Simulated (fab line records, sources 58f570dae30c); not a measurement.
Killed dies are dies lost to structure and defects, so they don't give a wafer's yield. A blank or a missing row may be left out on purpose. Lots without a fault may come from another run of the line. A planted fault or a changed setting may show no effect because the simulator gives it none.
Problem report in the 8D (eight disciplines) form, filled by code | flow berkeley_cmos170 | the parts of the form that need people (team, actions taken, sign-off) are left out

1. THE PROBLEM
WELLDRIVE_OXIDE_THK at UCB170_WELLDRIVE_THK_MEAS_02 reads a mean of 123 nm on 6 wafers of 2 lots; wafers without a fault read 199 nm with a standard deviation of 3.9. That is -20 standard deviations from the usual mean.
First seen on wafer L644.3, day 6 01:08, on film_metro-03. The record holds 42 wafers of 14 lots with a number at this step. Rule for "out", or "out of limits": more than 4 standard deviations from the usual mean. The other wafers with a number count as sound.

2. WHAT IT IS AND WHAT IT IS NOT
question                    | is                           | is not
which readings at this step | WELLDRIVE_OXIDE_THK          | -
which lots                  | L644, L645                   | L634, L643, L646, L647, L648, L649, L650, L651, L653, L654, L656, L657
which wafers of those lots  | all that have a number       | -
read on which gauges        | film_metro-03, film_metro-04 | film_metro-01
when                        | from day 6 01:08             | up to then (6 sound wafers); but 30 sound wafers of L646, L647, L648, L649, L650, L651, L653, L654, L656, L657 came after

3. SUSPECTS, AND WHAT RULES EACH OUT
Counting: a tool at a process step up to the reading stays a suspect if it ran every lot that is out and no sound lot after the first of them.
- the gauge at UCB170_WELLDRIVE_THK_MEAS_02: ruled out. The wafers that are out were read on 2 gauges (film_metro-03, film_metro-04).
- furnace-04 at UCB170_WELLDRIVE_OXIDATION_01 (target thk 199 nm, ox time 9000 s): kept. It ran every lot that is out, first L644 (day 5 21:37), and no sound lot after that; its last sound lot up to then is L643 (day 5 09:12).
Left after counting: furnace-04 at UCB170_WELLDRIVE_OXIDATION_01.

4. THE CAUSE (what the simulator had put in)
Process parameter drift: furnace-04, from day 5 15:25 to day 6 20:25, at UCB170_WELLDRIVE_OXIDATION_01. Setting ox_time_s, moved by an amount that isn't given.
Counting left only this tool.

5. THE CHAIN OF EFFECTS, in route order
Each row: a reading whose mean over the struck wafers that have a number lies more than 3 standard deviations from the usual. Only readings for which the record gives a usual standard deviation are gone through. hours: the time from each lot's start at the first step in this table that gives one to its start at this step, as a median over the lots. sigmas: the change in usual standard deviations.
hours | step                         | reading             | usual  | on struck wafers | change | sigmas
0     | UCB170_WELLDRIVE_THK_MEAS_02 | WELLDRIVE_OXIDE_THK | 199 nm | 123              | -76    | -20
Later measuring or inspecting steps at which every struck wafer that the step has a row for has a number for every such reading, and none has moved that far: UCB170_ACTIVE_THK_MEAS_06, UCB170_GATE_THK_MEAS_02, UCB170_NLDD_CD_MEAS_06.

6. WHAT WOULD HAVE CAUGHT IT SOONER
In this record the first reading out of limits at a measuring or inspecting step was taken at day 6 01:08, 10 hours after the fault began at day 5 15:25.
Of the tool readings at UCB170_WELLDRIVE_OXIDATION_01 for which the record gives a usual standard deviation, none was out on any struck wafer, so an alarm limit of 4 standard deviations on them would not have fired.
All the lots that are out (2) had begun UCB170_WELLDRIVE_OXIDATION_01 on furnace-04 by day 6 01:08. A hold on the tool at that time would have spared none of them.
